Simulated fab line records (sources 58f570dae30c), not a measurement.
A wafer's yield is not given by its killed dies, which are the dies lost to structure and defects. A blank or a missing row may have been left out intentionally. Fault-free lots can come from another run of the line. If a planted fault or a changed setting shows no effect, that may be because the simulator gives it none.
8D (eight disciplines) problem report, filled in by code ; flow berkeleyCmos170 ; the parts of the form that need people (team, actions taken, sign-off) are left out

## 1. THE ISSUE
Mean of beamEnergyKeV at UCB170_PVT_IMPLANT_07: 29.125 across 12 wafers in 4 lots; on wafers with no fault it is 30.000 (standard deviation 0.0098). That puts it -89 standard deviations away from the usual mean.
Earliest sighting: wafer L687.1 on implanter-03 at day 9 23:20. The record holds 48 wafers of 16 lots with a number at this step. By rule, "out" or "out of limits" means more than 4 standard deviations away from the usual mean. The other wafers with a number count as sound.

## 2. WHAT IT IS, AND WHAT IT ISN'T
question;is;is not
which readings at this step;beamEnergyKeV;-
which lots;L687, L688, L689, L690;L673, L674, L675, L676, L677, L678, L679, L680, L681, L682, L684, L686
which wafers of those lots;all that have a number;-
read on which tools;implanter-03;implanter-01, implanter-04
when;from day 9 23:20;"up to then (33 sound wafers); but 3 sound wafers of L686 came after"

## 3. THE SUSPECTS, EACH WITH WHAT RULES IT OUT
Counting: a tool stays on the suspect list if, at a process step up to the reading, it processed all lots that are out and no sound lot following the first of them.
- implanter-03 at UCB170_PVT_IMPLANT_07: kept. All lots that are out passed through it, beginning with L687 at day 9 23:20, and no sound lot followed; its final sound lot before that point was L682 at day 8 21:17. On those wafers its own readings are out: beamEnergyKeV.
Left after counting: implanter-03 at UCB170_PVT_IMPLANT_07.

## 4. THE CAUSE (what the simulator had put in)
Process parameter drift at UCB170_PVT_IMPLANT_07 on implanter-03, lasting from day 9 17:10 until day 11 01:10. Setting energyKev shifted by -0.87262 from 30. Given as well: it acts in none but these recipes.
This tool alone remained once counting was done.

## 5. THE CHAIN OF EFFECTS, in route order
Each row: a reading where the mean over the struck wafers with a number is more than 3 standard deviations away from the usual. Readings are gone through only where the record gives a usual standard deviation; hours: the median, over the lots, of the time from a lot's start at the first step in this table giving one to that lot's start at this step; sigmas: the change measured in usual standard deviations.
hours;step;reading;usual;on struck wafers;change;sigmas
0;UCB170_PVT_IMPLANT_07;beamEnergyKeV;30.000;29.125;-0.875;-89
The process steps in it:
- UCB170_PVT_IMPLANT_07
Later steps that measure or inspect, where all struck wafers having a row at the step show a number for every such reading and not one has moved that far: UCB170_GATE_OVL_MEAS_13, UCB170_PLDD_TW_MEAS_11.

## 6. HOW IT WOULD HAVE BEEN CAUGHT EARLIER
In this record the first reading out of limits was taken at day 9 23:20, 6 hours after the fault began at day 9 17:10.
